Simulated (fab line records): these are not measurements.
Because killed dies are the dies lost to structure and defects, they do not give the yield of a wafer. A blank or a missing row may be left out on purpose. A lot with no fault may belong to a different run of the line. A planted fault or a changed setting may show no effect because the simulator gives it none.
A struck lot beside a sound one ; flow rit-cmos ; 15 steps out of a route of 202
Sound: wafers L380.1, L380.3, L380.5. Struck: wafer L387.1 (L387.2, L387.4, from the same lot, were not struck and are left out); the cause is given at the end.
Order at every step that has rows: each side's tool, ch and its chambers, its first start. Under that, the readings that differ: sound wafers ; struck wafers ; difference of the means ; sigmas: that difference in standard deviations of wafers without a fault.
alike: readings with means less than 2 such deviations apart, plus words and numbers identical on both sides. not compared: withheld readings, readings lacking a value on some wafer, bounds such as >300 that could conceal the same value, and numbers that have no deviation in the record and whose values overlap.
Wherever a step has rows on one side only, a row that says differs or no value, or a row with sigmas, the two part there. Numbers that have no deviation but don't overlap get no sigmas and don't part them. A reading missing from all wafers of one side parts the sides only when that side holds two or more wafers.

first, 1 step without rows for these wafers: RIT_ACTIVE_OXIDATION_01 (target thk 46.8 nm, ox time 3360 s).
RIT_ACTIVE_THK_MEAS_02:
  sound on film-metro-01 at day 3 02:29; struck on film-metro-04 at day 4 10:53
  alike: ACTIVE_OXIDE_THK
then, 1 step without rows for these wafers: RIT_ACTIVE_CVD_03 (deposits Si3N4 from SiH2Cl2/NH3, target thk 150 nm, time 1500 s).
RIT_ACTIVE_THK_MEAS_04:
  sound on film-metro-01 at day 3 03:58; struck on film-metro-01 at day 4 12:21
  alike: ACTIVE_NITRIDE_THK
then, 6 steps without rows for these wafers: RIT_ACTIVE_HMDS_05 (prime time 60 s); RIT_ACTIVE_COAT_06 (resist thk 1000 nm); RIT_ACTIVE_SOFTBAKE_07 (time 60 s); RIT_ACTIVE_EXPOSE_08 (exposes mask M1, target cd 1400 nm); RIT_ACTIVE_PEB_09; RIT_ACTIVE_DEVELOP_10 (develop time 50 s).
RIT_ACTIVE_CD_MEAS_11 targets a cd of 1400 nm.
  sound on cd-sem-02 at day 3 04:53; struck on cd-sem-01 at day 4 13:23
  alike: cd-nm
then, 1 step without rows for these wafers: RIT_ACTIVE_HARDBAKE_12 (time 60 s).
RIT_ACTIVE_ETCH_13: etches Si3N4 in SF6, stops on SiO2, time 210 s, target depth 210 nm.
  sound on rie-diel-01 ch 1,2, day 3 05:09; struck on rie-diel-01 ch 3, day 4 13:40
reading;sound;struck;difference;sigmas
oes-product-au (a.u.);0.844 0.814 0.816;0.763;-0.062;-5
model.NOVOLAK_of_ACTIVE_COAT_06.thk-nm (nm);645.2 655.9 659.2;744.1;+90.7;
model.ACTIVE.feature-depth-nm (nm);153.6 151 150.2;129.7;-21.9;
model.etch.depth-nm (nm);150.8 151 150.2;129.7;-21.0;
  alike: drypump-motor-current-A, throttle-valve-pct
  not compared: rf-hours-counter-h
RIT_ACTIVE_STRIP_14: strips in O2, time 180 s.
  sound on plasma-asher-04 ch 0, day 3 05:17; struck on plasma-asher-01 ch 1, day 4 13:47
  alike: drypump-motor-current-A
  not compared: rf-hours-counter-h
RIT_M1_PROBE_99:
  sound on prober-02 at day 5 10:35; struck on prober-01 at day 6 12:53
reading;sound;struck;difference;sigmas
killed-at-front-end;5 9 3;264;+258;+92
killed-dies;5 9 3;264;+258;+96
killed-on-rim;1 1 1;70;+69;+53
  alike: killed-at-contacts, killed-open, killed-short

## WHERE THEY PART
First at RIT_ACTIVE_ETCH_13; last, within this record, at RIT_M1_PROBE_99.

WHY: what the simulator had put in
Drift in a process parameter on rie-diel-01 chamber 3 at RIT_ACTIVE_ETCH_13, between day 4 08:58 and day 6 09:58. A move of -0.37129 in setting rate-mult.
